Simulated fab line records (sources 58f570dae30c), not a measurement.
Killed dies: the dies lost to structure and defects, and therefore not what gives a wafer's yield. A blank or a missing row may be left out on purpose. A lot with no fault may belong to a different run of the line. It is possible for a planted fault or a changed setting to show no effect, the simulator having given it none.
What tool caused it? | flow berkeleyCmos170 | Sampling: 14 lots, 40 wafers, 5 of 331 route steps

== WHAT THE GAUGES READ, wafer by wafer ==
UCB170_M1_CD_MEAS_90 targets a cd of 700 nm. Usual: 698.6 nm for cdNm, sd 2.
lot  | measured     | on       | cdNm (nm)         | flag
L280 | day 8 11:22  | cdSem-01 | 699.8 701.1 698.9 | 
L281 | day 8 11:42  | cdSem-01 | 701.3 700.8 699.9 | 
L279 | day 8 11:41  | cdSem-02 | 702.4 699.7 700.5 | 
L283 | day 8 15:55  | cdSem-01 | 702.8 699.2 698.4 | 
L282 | day 8 15:40  | cdSem-02 | 696.5 697.0 696.5 | 
L286 | day 9 19:47  | cdSem-01 | 700.3 696.9 700.7 | 
L285 | day 9 20:22  | cdSem-01 | 699.9 700.9 700.0 | 
L284 | day 9 20:12  | cdSem-01 | 696.0 697.8 699.6 | 
L288 | day 10 06:52 | cdSem-02 | 695.7             | 
L292 | day 10 09:39 | cdSem-01 | 703.5 704.2 697.2 | 
L291 | day 10 11:47 | cdSem-02 | 704.2 698.4 703.5 | 
L297 | day 11 03:49 | cdSem-02 | 699.5 698.2 698.5 | 
L298 | day 11 16:32 | cdSem-01 | 701.4 699.9 699.5 | 
L301 | day 12 08:30 | cdSem-01 | 699.6 698.7 699.2 | 

== EACH LOT AND THE TOOL THAT RAN IT (in order: tool; ch and the chambers of the sampled wafers; start) ==
lot  | UCB170_BACKSIDE_STRIP_03            | UCB170_SDANNEAL_RTA_00          | UCB170_CONTACT_STRIP_19             | UCB170_M1_METAL_ETCH_12
L280 | plasmaAsher-01 ch 0,1, day 7 20:11  | rtpAnneal-02 ch 0, day 7 20:44  | plasmaAsher-02 ch 0,1, day 8 07:52  | rieMetal-04 ch 0,1, day 8 11:08
L281 | plasmaAsher-04 ch 0,1, day 7 20:57  | rtpAnneal-01 ch 0, day 7 21:34  | plasmaAsher-01 ch 0,1, day 8 08:47  | rieMetal-02 ch 0,1, day 8 11:28
L279 | plasmaAsher-04 ch 0,1, day 7 21:26  | rtpAnneal-01 ch 0, day 7 21:56  | plasmaAsher-04 ch 0,1, day 8 08:44  | rieMetal-04 ch 0,1, day 8 11:27
L283 | plasmaAsher-03 ch 0,1, day 8 04:11  | rtpAnneal-01 ch 0, day 8 04:59  | plasmaAsher-02 ch 0,1, day 8 14:00  | rieMetal-02 ch 0,1, day 8 15:40
L282 | plasmaAsher-01 ch 0, day 8 04:13    | rtpAnneal-02 ch 0, day 8 04:59  | plasmaAsher-04 ch 0,1, day 8 13:46  | rieMetal-04 ch 0,1, day 8 15:26
L286 | plasmaAsher-01 ch 0,1, day 9 10:09  | rtpAnneal-02 ch 0, day 9 11:01  | plasmaAsher-02 ch 0,1, day 9 17:22  | rieMetal-04 ch 0,1, day 9 19:32
L285 | plasmaAsher-03 ch 0,1, day 9 10:20  | rtpAnneal-01 ch 0, day 9 10:55  | plasmaAsher-01 ch 0,1, day 9 18:09  | rieMetal-02 ch 0,1, day 9 20:07
L284 | plasmaAsher-04 ch 0,1, day 9 10:38  | rtpAnneal-01 ch 0, day 9 11:17  | plasmaAsher-04 ch 0,1, day 9 17:58  | rieMetal-03 ch 0,1, day 9 19:55
L288 | plasmaAsher-03 ch 1, day 9 11:32    | rtpAnneal-02 ch 0, day 9 12:03  | plasmaAsher-04 ch 1, day 10 04:35   | rieMetal-04 ch 1, day 10 06:30
L292 | plasmaAsher-01 ch 0,1, day 10 00:12 | rtpAnneal-01 ch 0, day 10 00:29 | plasmaAsher-02 ch 0,1, day 10 06:32 | rieMetal-04 ch 0,1, day 10 09:24
L291 | plasmaAsher-01 ch 1, day 10 00:52   | rtpAnneal-01 ch 0, day 10 01:09 | plasmaAsher-02 ch 0, day 10 09:01   | rieMetal-04 ch 0,1, day 10 11:32
L297 | plasmaAsher-01 ch 0,1, day 10 17:07 | rtpAnneal-02 ch 0, day 10 17:31 | plasmaAsher-04 ch 0,1, day 11 00:28 | rieMetal-03 ch 0,1, day 11 03:34
L298 | plasmaAsher-03 ch 0,1, day 11 08:13 | rtpAnneal-01 ch 0, day 11 08:32 | plasmaAsher-04 ch 0,1, day 11 13:47 | rieMetal-03 ch 1, day 11 16:17
L301 | plasmaAsher-03 ch 0,1, day 11 23:50 | rtpAnneal-02 ch 0, day 12 00:07 | plasmaAsher-04 ch 1, day 12 06:18   | rieMetal-03 ch 0,1, day 12 08:14
- UCB170_BACKSIDE_STRIP_03: strips in O2.
- UCB170_SDANNEAL_RTA_00: time 10 s.
- UCB170_CONTACT_STRIP_19: strips in O2.
- UCB170_M1_METAL_ETCH_12: etches Al in Cl2/BCl3, stops on PSG, target depth 780 nm, time 130 s.

== AS READ BY THE TOOLS THEMSELVES (means over the sampled wafers that have a number; for cases with no such wafer, the mark the record gives instead) ==
UCB170_BACKSIDE_STRIP_03. Usual: drypumpMotorCurrentA 6.1 A, standard deviation 0.39; oesProductAu 0.735 a.u., standard deviation 0.0044; stripTimeToEndpointS 21.98 s, standard deviation 0.065.
lot  | tool           | drypumpMotorCurrentA (A) | oesProductAu (a.u.) | stripTimeToEndpointS (s) | flag
L280 | plasmaAsher-01 | 5.9                      | 0.737               | 22.01                    | 
L281 | plasmaAsher-04 | 6.4                      | 0.730               | 22.05                    | 
L279 | plasmaAsher-04 | 6.4                      | 0.735               | 21.95                    | 
L283 | plasmaAsher-03 | 5.9                      | 0.733               | 21.97                    | 
L282 | plasmaAsher-01 | 5.5                      | 0.734               | 21.96                    | 
L286 | plasmaAsher-01 | 6.2                      | 0.736               | 21.88                    | 
L285 | plasmaAsher-03 | 6.0                      | 0.733               | 22.04                    | 
L284 | plasmaAsher-04 | 6.4                      | 0.734               | 21.90                    | 
L288 | plasmaAsher-03 | 6.1                      | 0.736               | 21.84                    | 
L292 | plasmaAsher-01 | 5.9                      | 0.735               | 22.05                    | 
L291 | plasmaAsher-01 | 6.6                      | 0.736               | 22.00                    | 
L297 | plasmaAsher-01 | 5.9                      | 0.735               | 22.03                    | 
L298 | plasmaAsher-03 | 5.9                      | 0.732               | 22.00                    | 
L301 | plasmaAsher-03 | 6.0                      | 0.737               | 22.09                    | 

UCB170_SDANNEAL_RTA_00. Usual: lampPowerPct 25.2 %, standard deviation 0.75; wafer_temp_C_max 905.2, standard deviation 1.
lot  | tool         | lampPowerPct (%) | wafer_temp_C_max | flag
L280 | rtpAnneal-02 | 24.4             | 904.2            | 
L281 | rtpAnneal-01 | 25.9             | 905.7            | 
L279 | rtpAnneal-01 | 26.0             | 905.2            | 
L283 | rtpAnneal-01 | 25.9             | 905.3            | 
L282 | rtpAnneal-02 | 24.4             | 905.1            | 
L286 | rtpAnneal-02 | 24.4             | 905.0            | 
L285 | rtpAnneal-01 | 25.9             | 905.6            | 
L284 | rtpAnneal-01 | 25.9             | 906.0            | 
L288 | rtpAnneal-02 | 24.4             | 904.5            | 
L292 | rtpAnneal-01 | 25.9             | 905.4            | 
L291 | rtpAnneal-01 | 26.0             | 904.3            | 
L297 | rtpAnneal-02 | 24.4             | 905.4            | 
L298 | rtpAnneal-01 | 25.9             | 905.1            | 
L301 | rtpAnneal-02 | 24.5             | 904.3            | 

UCB170_CONTACT_STRIP_19. Usual: drypumpMotorCurrentA 6.2 A, standard deviation 0.41; oesProductAu 0.726 a.u., standard deviation 0.0047.
lot  | tool           | drypumpMotorCurrentA (A) | oesProductAu (a.u.) | flag
L280 | plasmaAsher-02 | 6.0                      | 0.723               | 
L281 | plasmaAsher-01 | 6.2                      | 0.723               | 
L279 | plasmaAsher-04 | 6.4                      | 0.728               | 
L283 | plasmaAsher-02 | 5.9                      | 0.732               | 
L282 | plasmaAsher-04 | 6.5                      | 0.726               | 
L286 | plasmaAsher-02 | 6.0                      | 0.728               | 
L285 | plasmaAsher-01 | 6.2                      | 0.725               | 
L284 | plasmaAsher-04 | 6.5                      | 0.725               | 
L288 | plasmaAsher-04 | 6.6                      | 0.731               | 
L292 | plasmaAsher-02 | 6.0                      | 0.730               | 
L291 | plasmaAsher-02 | 6.1                      | 0.724               | 
L297 | plasmaAsher-04 | 6.4                      | 0.729               | 
L298 | plasmaAsher-04 | 6.5                      | 0.722               | 
L301 | plasmaAsher-04 | 6.6                      | 0.726               | 

UCB170_M1_METAL_ETCH_12. Usual: drypumpMotorCurrentA 5.9 A, standard deviation 0.48; oesProductAu 0.845 a.u., standard deviation 0.014; throttleValvePct 24.55 %, standard deviation 0.19.
lot  | tool        | drypumpMotorCurrentA (A) | oesProductAu (a.u.) | throttleValvePct (%) | flag
L280 | rieMetal-04 | 6.0                      | 0.848               | 24.55                | 
L281 | rieMetal-02 | 5.7                      | 0.847               | 24.50                | 
L279 | rieMetal-04 | 6.1                      | 0.852               | 24.55                | 
L283 | rieMetal-02 | 5.6                      | 0.861               | 24.53                | 
L282 | rieMetal-04 | 6.0                      | 0.846               | 24.56                | 
L286 | rieMetal-04 | 6.4                      | 0.835               | 24.73                | 
L285 | rieMetal-02 | 5.7                      | 0.851               | 24.50                | 
L284 | rieMetal-03 | 5.6                      | 0.830               | 24.46                | 
L288 | rieMetal-04 | 5.8                      | 0.858               | 24.39                | 
L292 | rieMetal-04 | 6.4                      | 0.840               | 24.73                | 
L291 | rieMetal-04 | 6.4                      | 0.847               | 24.73                | 
L297 | rieMetal-03 | 5.6                      | 0.836               | 24.47                | 
L298 | rieMetal-03 | 6.2                      | 0.835               | 24.47                | 
L301 | rieMetal-03 | 5.6                      | 0.836               | 24.46                | 

== THE ANSWER, worked out from the rows above alone ==
Rule: take the mean of a lot's wafers that have a number; if it is more than 3 standard deviations from the usual mean, the lot is off. A lot without any number at a reading at which 4 lots or more have one is off too. Any other lot the step has rows for is counted as sound. After the gauges, taken in route order, come the tools' own readings; for these a lot's mean is taken, as printed above. At the first step where some lot is off, the reading lying furthest off is the one used; lots without a number count as furthest.
Nothing can be told from this: no lot is off at any reading shown.

== WHAT THE SIMULATOR HAD INSERTED ==
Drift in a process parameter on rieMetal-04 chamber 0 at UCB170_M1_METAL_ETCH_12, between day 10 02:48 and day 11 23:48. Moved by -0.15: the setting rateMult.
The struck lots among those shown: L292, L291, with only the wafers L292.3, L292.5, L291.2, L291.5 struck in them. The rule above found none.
